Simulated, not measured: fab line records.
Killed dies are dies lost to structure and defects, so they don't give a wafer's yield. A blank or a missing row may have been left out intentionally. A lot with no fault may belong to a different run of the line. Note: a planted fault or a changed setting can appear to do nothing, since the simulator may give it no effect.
A struck lot beside a sound one || flow rit_cmos || 14 steps out of a route of 202
Sound: wafers L995.3, L995.5, L995.6. Wafers L100.1, L100.4, L100.5 were the ones struck. At the end, the cause is stated.
Order at every step that has rows: each side's tool, ch and its chambers, its first start. Under that, the readings that differ: sound wafers || struck wafers || difference of the means || sigmas: that difference in standard deviations of wafers without a fault.
alike: readings with means less than 2 such deviations apart, plus words and numbers identical on both sides. not compared: withheld readings, readings lacking a value on some wafer, bounds such as >300 that could conceal the same value, and numbers that have no deviation in the record and whose values overlap.
A row with sigmas, a row that says differs or no value, or rows on one side alone: a step with any of these is where the two part. Numbers that have no deviation but don't overlap get no sigmas and don't part them. Lack of a reading on every wafer of one side parts them only where that side has two or more wafers.

first, 1 step without rows for these wafers: RIT_NSD_IMPLANT_08.
RIT_NSD_STRIP_09: strips in O2, time 180 s.
  sound on plasma_asher-01 ch 0,1, day 3 21:28; struck on plasma_asher-02 ch 0,1, day 4 21:53
  alike: chamber_pressure_mTorr, drypump_motor_current_A, rf_refl_power_W
  not compared: rf_hours_counter_h
RIT_NSD_TW_MEAS_10:
  sound on film_metro-03 at day 3 21:36; struck on film_metro-02 at day 4 22:03
  alike: NSD_TW
then, 6 steps without rows for these wafers: RIT_PSD_HMDS_00 (prime time 60 s); RIT_PSD_COAT_01 (resist thk 1000 nm); RIT_PSD_SOFTBAKE_02 (time 60 s); RIT_PSD_EXPOSE_03 (exposes mask M10, target cd 40900 nm); RIT_PSD_PEB_04; RIT_PSD_DEVELOP_05 (develop time 50 s).
RIT_PSD_OVL_MEAS_06:
  sound on overlay-02 at day 3 22:30; struck on overlay-01 at day 4 23:05
  alike: PSD_OVL
then, 2 steps without rows for these wafers: RIT_PSD_HARDBAKE_07 (time 60 s); RIT_PSD_IMPLANT_08.
RIT_PSD_STRIP_09: strips in O2, time 180 s.
  sound on plasma_asher-02 ch 0,1, day 3 22:53; struck on plasma_asher-01 ch 1, day 4 23:25
  no value came back on the struck wafers for chamber_pressure_mTorr (mTorr), drypump_motor_current_A (A), rf_refl_power_W (W); on the sound wafers chamber_pressure_mTorr (mTorr) reads 3997 3992 4005
{"reading": "model.NOVOLAK_of_PSD_COAT_01.thk_nm (nm)", "sound": "0 0 0", "struck": "879.2 880.4 877.7", "difference": "+879.1", "sigmas": ""}
  not compared: rf_hours_counter_h
RIT_PSD_TW_MEAS_10:
  sound on film_metro-01 at day 3 23:01; struck on film_metro-03 at day 4 23:36
  alike: PSD_TW

## WHERE THEY PART
RIT_PSD_STRIP_09 only, going by this record. Later steps at which nothing parts them and some readings are alike: RIT_PSD_TW_MEAS_10.

WHY: the cause the simulator had injected
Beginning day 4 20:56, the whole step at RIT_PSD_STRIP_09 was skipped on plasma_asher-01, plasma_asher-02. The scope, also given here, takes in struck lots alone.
